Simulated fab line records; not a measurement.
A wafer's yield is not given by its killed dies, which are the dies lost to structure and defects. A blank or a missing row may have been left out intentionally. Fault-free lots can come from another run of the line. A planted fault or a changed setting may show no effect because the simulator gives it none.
2 desks looking at one fault / flow rit-cmos / what lay behind the numbers comes last; until then each desk has only its own

== AT THE METROLOGY DESK ==
Lot by lot, what the gauges showed, no matter which tool ran the lot: averages of those sampled wafers that carry a number. The brackets show how far a lot's mean lies from the usual mean; more than 4 standard deviations puts the lot out of limits, marked OUT.
Columns: A = PWELL_RS at RIT_WELLDRIVE_RS_MEAS_02, usual 429.8 ohm/sq
lot=L242; first seen here=day 2 04:31; A=430.7
lot=L243; first seen here=day 2 09:31; A=430.1
lot=L244; first seen here=day 2 13:35; A=429.1
lot=L245; first seen here=day 2 19:08; A=430.9
lot=L246; first seen here=day 3 00:57; A=430.9
lot=L247; first seen here=day 3 07:14; A=428.6
lot=L248; first seen here=day 3 11:46; A=429.6
lot=L249; first seen here=day 3 16:40; A=428.9
lot=L250; first seen here=day 3 20:53; A=429.5
lot=L251; first seen here=day 4 03:12; A=429.3
lot=L261; first seen here=day 6 03:34; A=429.5
lot=L263; first seen here=day 6 12:55; A=428.6
lot=L264; first seen here=day 6 18:59; A=431.8
lot=L265; first seen here=day 6 23:20; A=430.6
Result from this desk: across the 14 lots, nothing is out of limits.

== DESK OF THE TOOL OWNER: plasma-asher-01 ==
The tool's own readings at RIT_ACTIVE_STRIP_14 (strips in O2, time 180 s): means of the sampled wafers that have a number, for each lot that ran on this tool. The brackets show how far a lot's mean lies from the usual mean; more than 4 standard deviations puts the lot out of limits, marked OUT.
Columns: A = drypump-motor-current-A at RIT_ACTIVE_STRIP_14, usual 6.02 A; B = rf-refl-power-W at RIT_ACTIVE_STRIP_14, usual 6.8 W
lot=L244; first seen here=day 2 00:54; A=6.08; B=7.5
lot=L247; first seen here=day 2 16:56; A=6.00; B=7.4
lot=L248; first seen here=day 2 22:07; A=6.09; B=8.1
lot=L250; first seen here=day 3 06:54; A=5.99; B=6.9
lot=L251; first seen here=day 3 11:50; A=6.00; B=7.3
Result from this desk: across the 5 lots, nothing is out of limits.

== ALL TOGETHER ==
At the metrology desk, nothing out of limits was observed.
Nothing out of limits was seen by the tool owner's desk.

== WHAT THE SIMULATOR PUT IN ==
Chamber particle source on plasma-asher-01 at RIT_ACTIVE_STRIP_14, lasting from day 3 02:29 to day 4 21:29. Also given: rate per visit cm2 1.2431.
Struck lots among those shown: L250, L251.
